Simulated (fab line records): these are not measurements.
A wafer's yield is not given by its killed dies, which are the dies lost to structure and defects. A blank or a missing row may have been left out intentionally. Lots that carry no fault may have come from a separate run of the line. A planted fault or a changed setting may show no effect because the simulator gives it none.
Problem report in the 8D (eight disciplines) form, filled by code / flow berkeley_cmos170 / the parts of the form that need people (team, actions taken, sign-off) are left out

== 1. THE ISSUE ==
Wafers free of any fault read 14.41 nm (standard deviation 0.24) for SCREENOX_OXIDE_THK at UCB170_SCREENOX_THK_MEAS_02, against a mean of 10.63 nm on 6 wafers of 2 lots. That is -16 standard deviations from the usual mean.
Seen first at day 9 07:58 on film_metro-01, wafer L819.3. The record holds 42 wafers of 14 lots with a number at this step. The rule behind "out" and "out of limits": a value lying over 4 standard deviations away from the usual mean. The other wafers with a number count as sound.

== 2. WHAT IT IS; WHAT IT IS NOT ==
question=which readings at this step | is=SCREENOX_OXIDE_THK | is not=-
question=which lots | is=L818, L819 | is not=L803, L804, L805, L806, L808, L809, L810, L811, L812, L815, L816, L826
question=which wafers of those lots | is=all that have a number | is not=-
question=read on which gauges | is=film_metro-01, film_metro-04 | is not=film_metro-02
question=when | is=from day 9 07:58 | is not=up to then (33 sound wafers); but 3 sound wafers of L826 came after

== 3. THE SUSPECTS, EACH WITH WHAT RULES IT OUT ==
Counting: a tool stays on the suspect list if, at a process step up to the reading, it processed all lots that are out and no sound lot following the first of them.
- ruled out: the gauge at UCB170_SCREENOX_THK_MEAS_02. The wafers that are out were read on 2 gauges (film_metro-01, film_metro-04).
- furnace-04 at UCB170_SCREENOX_OXIDATION_01 (target thk 14.4 nm, ox time 2400 s): kept. All lots that are out passed through it, beginning with L818 at day 9 06:17, and no sound lot followed; its final sound lot before that point was L816 at day 8 18:55. On those wafers its own readings are out: spike_tc_centre_C, spike_tc_load_C, spike_tc_source_C, tube_center_temp_C, tube_center_temp_C_max.
After counting, what remains is furnace-04 at UCB170_SCREENOX_OXIDATION_01.

== 4. THE CAUSE (what the simulator had put in) ==
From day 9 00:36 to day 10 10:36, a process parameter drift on furnace-04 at UCB170_SCREENOX_OXIDATION_01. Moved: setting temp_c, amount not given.
This tool alone remained once counting was done.

== 5. SEQUENCE OF EFFECTS, ordered by route ==
One row per reading whose mean, taken over the struck wafers that have a number, lies over 3 standard deviations from the usual. Only readings whose record carries a usual standard deviation are examined. hours: median over the lots of the time between each lot's start at the first step of this table that gives one and its start at this step. sigmas: the change, counted in usual standard deviations.
hours=0; step=UCB170_SCREENOX_OXIDATION_01; reading=spike_tc_centre_C; usual=902.2 C; on struck wafers=875.0; change=-27.2; sigmas=-25
hours=0; step=UCB170_SCREENOX_OXIDATION_01; reading=spike_tc_load_C; usual=923.1 C; on struck wafers=896.8; change=-26.4; sigmas=-19
hours=0; step=UCB170_SCREENOX_OXIDATION_01; reading=spike_tc_source_C; usual=925.0 C; on struck wafers=896.8; change=-28.2; sigmas=-17
hours=0; step=UCB170_SCREENOX_OXIDATION_01; reading=tube_center_temp_C; usual=900.00 C; on struck wafers=872.71; change=-27.29; sigmas=-99 or more
hours=0; step=UCB170_SCREENOX_OXIDATION_01; reading=tube_center_temp_C_max; usual=902.4; on struck wafers=874.8; change=-27.6; sigmas=-71
hours=2; step=UCB170_SCREENOX_THK_MEAS_02; reading=SCREENOX_OXIDE_THK; usual=14.41 nm; on struck wafers=10.63; change=-3.78; sigmas=-16
Here are the process steps it includes:
- UCB170_SCREENOX_OXIDATION_01: target thk 14.4 nm, ox time 2400 s.
At these later measuring or inspecting steps, every struck wafer for which the step has a row has a number for every such reading, and none has moved that far: UCB170_PVT_OVL_MEAS_06, UCB170_GATE_THK_MEAS_05.

== 6. HOW IT WOULD HAVE BEEN CAUGHT EARLIER ==
In this record the first reading out of limits at a measuring or inspecting step was taken at day 9 07:58, 7 hours after the fault began at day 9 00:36.
The tool's own readings at UCB170_SCREENOX_OXIDATION_01 were out on every struck wafer that the step has a row for (spike_tc_centre_C, spike_tc_load_C, spike_tc_source_C, tube_center_temp_C, tube_center_temp_C_max): an alarm limit on them would have fired on the first of those.
By day 9 07:58, every lot that is out (2) had started UCB170_SCREENOX_OXIDATION_01 on furnace-04. Tool hold at that time: it would have spared none of them.
